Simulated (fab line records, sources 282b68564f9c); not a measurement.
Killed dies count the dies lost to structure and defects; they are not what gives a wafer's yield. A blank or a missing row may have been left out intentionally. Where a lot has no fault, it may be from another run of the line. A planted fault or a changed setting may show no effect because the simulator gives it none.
fab line records | flow ritCmos | part 2 of 2: steps 43 to 44 of 44
record lots=7 wafers=21 lastDay=7
route steps=202 shown ACTIVE@11 FOX1@20 FOX2@23 NWELL@28 PWELL@39 WELLDRIVE@50 SILICIDE@161 M1@202
lots that met no fault: from a run of the same line without faults
startH: hours from the record's first day to the start of the lot's first wafer shown | waitH: hours from the lot's prior step to this one | " same as the row above | L1.1+2: several wafers, shown together as one row | - no value, or no start was given | * or withheld: withheld | < > ~ a bound
route shown NAME@n: NAME is a module with steps in the file, n the number in the route of the first one | usual: mean and standard deviation over wafers with no fault | same: alike in all rows | chamber/n: place in a boat | sites: readings site by site | _std_site: standard deviation across them | _edge_site: mean of outer sites minus mean of inner sites | radiusMm: for every site, how far away it sits from the centre of the wafer | mask NAME#n: copy n | behind: the last tool/chamber to shape the wafer | hold: what put the lot on hold/how long, in hours/how the hold closed | device: which transistor (n, p or np) failed to switch | end of line: the route-end tests of the same wafers | a step without rows: its recipe alone | killed: dies that structure and defects cost at the first sort, which is not the same as the wafer's yield | map: the dies of a wafer, with x for killed, . for not killed, _ for no die there
set.NAME: the setting the step ran with; set.NAME@STEP: the setting that earlier step ran with | model.NAME: the simulator's own value behind a step, which no gauge read
lots seen at some steps along the route; tables by step, rows by wafer
services: the hour from which a tool's chamber was out of use, counted from the record's first day as startH (under 0 if before that day), plus the number of hours and why
## steps
# step RIT_SILICIDE_WET_ETCH_00
# recipe chemistry=BOE target=SiO2 targetDepthNm=14 timeS=15 dry=n2Spin dilution=10:1 tempC=21.5
# columns lot.wafer tool chamber startH waitH model.SiO2_of_FOX2_OXIDATION_00.thkNm
L709.3 wetBench-01 1 77.28 0.1 140.9
L709.4 " 1 " " 140.1
L709.5 " 1 " " 151.5
L714.3 wetBench-01 3 100.20 0.1 157.2
L714.5 " 3 " " 154.3
L714.6 " 3 " " 150.6
L717.2 wetBench-02 0 120.63 0.1 156.6
L717.3 " 0 " " 163.2
L717.5 " 0 " " 166.7
L718.2 wetBench-02 0 122.62 0.1 164.7
L718.3 " 0 " " 161
L718.6 " 0 " " 165.4
L719.1 wetBench-01 0 126.83 0.1 164.1
L719.3 " 0 " " 169.2
L719.4 " 0 " " 168
L726.1 wetBench-02 1 165.54 0.1 154.2
L726.2 " 1 " " 148.5
L726.3 " 1 " " 156.2
L727.2 wetBench-01 1 171.31 0.1 151.5
L727.4 " 1 " " 146.8
L727.5 " 1 " " 143.9
# step RIT_M1_PROBE_99
# usual killedAtContacts=0.1/0.23 killedAtFrontEnd=7/3.1 killedDies=7/3.1 killedOnRim=1.8/1.4 killedOpen=3.3/2 killedShort=3.6/1.9
# same grossDies=264 killed_at_M0_to_M3=0 killed_at_M4_up=0 killedAtBackSide=0 killedAtOther=0
# columns lot.wafer tool chamber startH waitH killedAtContacts killedAtFrontEnd killedDies killedOnRim killedOpen killedShort model.etest.fieldN.vtV
L709.3 prober-02 - 84.62 0.2 0 3 3 1 1 2 33.37
L709.4 prober-02 - 84.67 0.2 0 7 7 2 2 5 33.28
L709.5 prober-02 - 84.72 0.2 0 5 5 0 2 3 34.8
L714.3 prober-01 - 108.09 0.2 0 3 3 0 1 2 35.85
L714.5 prober-01 - 108.19 0.2 0 3 3 0 1 2 35.42
L714.6 prober-01 - 108.24 0.2 0 5 5 2 2 3 34.88
L717.2 prober-02 - 127.69 0.1 0 9 9 1 6 3 35.78
L717.3 prober-02 - 127.74 0.2 0 7 7 2 3 4 36.6
L717.5 prober-02 - 127.84 0.2 0 6 6 1 4 2 37
L718.2 prober-01 - 129.43 0.1 1 8 9 3 5 4 36.71
L718.3 prober-01 - 129.48 0.2 0 7 7 0 1 6 36.38
L718.6 prober-01 - 129.63 0.2 0 7 7 0 3 4 36.89
L719.1 prober-02 - 133.62 0.1 0 3 3 1 1 2 36.59
L719.3 prober-02 - 133.72 0.2 0 7 7 3 4 3 37.06
L719.4 prober-02 - 133.77 0.2 0 7 7 1 2 5 36.86
L726.1 prober-01 - 172.97 0.1 0 7 7 3 3 4 35.22
L726.2 prober-01 - 173.02 0.1 0 9 9 4 5 4 34.5
L726.3 prober-01 - 173.07 0.2 1 4 5 0 4 1 35.52
L727.2 prober-01 - 178.72 0.1 0 4 4 1 4 0 35.01
L727.4 prober-01 - 178.82 0.2 0 9 9 4 5 4 34.29
L727.5 prober-01 - 178.87 0.2 0 5 5 0 4 1 33.91
# killed by level:class
L709.3 FOX1:geometricParticle:open=1 FOX1:geometricParticle:short=1 GATE:geometricParticle:short=1
L709.4 FOX2:geometricParticle:short=2 GATE:geometricParticle:short=2 GATE:geometricParticle:open=1 REOX:geometricParticle:open=1 SILICIDE:geometricParticle:short=1
L709.5 GATE:geometricParticle:short=2 FOX1:geometricParticle:short=1 REOX:geometricParticle:open=1 SPACER:geometricParticle:open=1
L714.3 GATE:geometricParticle:short=1 SPACER:geometricParticle:short=1 SPACER:geometricParticle:open=1
L714.5 REOX:geometricParticle:short=1 SPACER:geometricParticle:short=1 SPACER:geometricParticle:open=1
L714.6 REOX:geometricParticle:short=2 FOX1:geometricParticle:open=1 FOX2:geometricParticle:open=1 SPACER:geometricParticle:short=1
L717.2 FOX1:geometricParticle:open=3 ACTIVE:geometricParticle:open=1 ACTIVE:geometricParticle:short=1 GATE:geometricParticle:open=1 GATE:geometricParticle:short=1 SILICIDE:geometricParticle:short=1 SILICIDE:geometricParticle:open=1
L717.3 GATE:geometricParticle:short=2 FOX2:geometricParticle:open=1 FOX2:geometricParticle:short=1 GATE:geometricParticle:open=1 REOX:geometricParticle:open=1 SILICIDE:geometricParticle:short=1
L717.5 GATE:geometricParticle:open=3 GATE:geometricParticle:short=1 REOX:geometricParticle:open=1 SILICIDE:geometricParticle:short=1
L718.2 FOX1:geometricParticle:short=2 GATE:geometricParticle:open=2 FOX1:geometricParticle:open=1 FOX2:geometricParticle:open=1 REOX:geometricParticle:open=1 SPACER:geometricParticle:short=1 CONTACT:geometricParticle:short=1
L718.3 REOX:geometricParticle:short=4 FOX1:geometricParticle:short=1 SPACER:geometricParticle:open=1 SPACER:geometricParticle:short=1
L718.6 REOX:geometricParticle:short=2 REOX:geometricParticle:open=2 GATE:geometricParticle:short=1 SILICIDE:geometricParticle:short=1 SILICIDE:geometricParticle:open=1
L719.1 FOX2:geometricParticle:short=1 SPACER:geometricParticle:short=1 SILICIDE:geometricParticle:open=1
L719.3 GATE:geometricParticle:short=2 FOX1:geometricParticle:open=1 GATE:geometricParticle:open=1 SPACER:geometricParticle:short=1 SPACER:geometricParticle:open=1 SILICIDE:geometricParticle:open=1
L719.4 GATE:geometricParticle:short=2 SILICIDE:geometricParticle:short=2 FOX1:geometricParticle:open=1 GATE:geometricParticle:open=1 SPACER:geometricParticle:short=1
L726.1 REOX:geometricParticle:short=3 GATE:geometricParticle:open=2 FOX1:geometricParticle:short=1 FOX2:geometricParticle:open=1
L726.2 GATE:geometricParticle:open=4 FOX1:geometricParticle:short=1 FOX2:geometricParticle:short=1 REOX:geometricParticle:short=1 SPACER:geometricParticle:open=1 SILICIDE:geometricParticle:short=1
L726.3 GATE:geometricParticle:open=3 GATE:geometricParticle:short=1 CONTACT:geometricParticle:open=1
L727.2 GATE:geometricParticle:open=2 SPACER:geometricParticle:open=1 SILICIDE:geometricParticle:open=1
L727.4 SPACER:geometricParticle:short=2 GATE:geometricParticle:open=2 GATE:geometricParticle:short=2 SILICIDE:geometricParticle:open=2 FOX1:geometricParticle:open=1
L727.5 GATE:geometricParticle:open=2 REOX:geometricParticle:open=2 SPACER:geometricParticle:short=1
## services
# columns tool chamber startH hours kind
rieDiel-04 3 17.71 13.5 repair
plasmaAsher-03 - 18.98 5.8 repair
wetBench-02 - 35.92 2.2 repair
plasmaAsher-01 - 50.84 2.4 repair
rieDiel-04 1 57.95 8.6 repair
rieDiel-04 3 64.58 5.8 repair
plasmaAsher-04 - 82.67 4.3 pm
rieDiel-04 0 86.34 29.9 repair
furnace-04 - 89.52 10.4 pm
plasmaAsher-03 - 92.75 3.4 repair
rieDiel-03 0 94.63 17.8 repair
plasmaAsher-04 - 100.14 10.0 pm
plasmaAsher-01 - 102.78 0.8 repair
rieDiel-04 - 105.57 2.8 pm
plasmaAsher-02 - 108.75 9.0 pm
rieDiel-03 2 123.99 8.1 repair
rieDiel-04 1 130.67 16.5 repair
furnace-04 - 144.13 2.9 pm
plasmaAsher-04 - 145.66 1.5 repair
rieDiel-04 - 146.99 1.3 repair
plasmaAsher-03 - 150.50 1.7 repair
furnace-04 - 160.39 5.1 repair
rieDiel-04 3 163.20 9.2 repair
furnace-04 - 168.25 3.4 pm
## key
firstSign step=RIT_FOX2_OXIDATION_00 reading=spikeTcCentreC direction=up sigmas=5.8 usual=1101.6 struck=1110.6
effect step=RIT_FOX2_OXIDATION_00 reading=spikeTcSourceC direction=up sigmas=3.9 usual=1124.7 struck=1132.9
effect step=RIT_FOX2_THK_MEAS_01 reading=FOX2_OXIDE_THK direction=up sigmas=2 usual=352 struck=364
effect step=RIT_FOX2_THK_MEAS_90 reading=FIELD_OXIDE_LEFT_1_THK direction=up sigmas=2.1 usual=325 struck=337
modelEffect step=RIT_FOX2_OXIDATION_00 value=SiO2_of_FOX2_OXIDATION_00.thkNm without=348.6 struck=364.3
modelEffect step=RIT_SILICIDE_WET_ETCH_00 value=SiO2_of_FOX2_OXIDATION_00.thkNm without=148.6 struck=164.3
modelEffect step=RIT_M1_PROBE_99 value=etest.fieldN.vtV without=34.58 struck=36.65
metAt RIT_FOX2_OXIDATION_00
struckWafers L717.2,L717.3,L717.5,L718.2,L718.3,L718.6,L719.1,L719.3,L719.4
testerLeftOut L717,L718,L719
onsetBetween 65.09 79.37
fault kind=processParameterDrift tool=furnace-04 chamber=- onsetH=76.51 steps=RIT_FOX2_OXIDATION_00 channel=tempC offset=* shape=step endH=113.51 actsIn=* stated=*
# testerLeftOut: of these lots the tester's yield and bins aren't shown, on N5 and GAA mostly nor the transistor test; their killed dies are dies lost to structure and defects alone, not to doping, threshold or leakage, so they don't give the yield
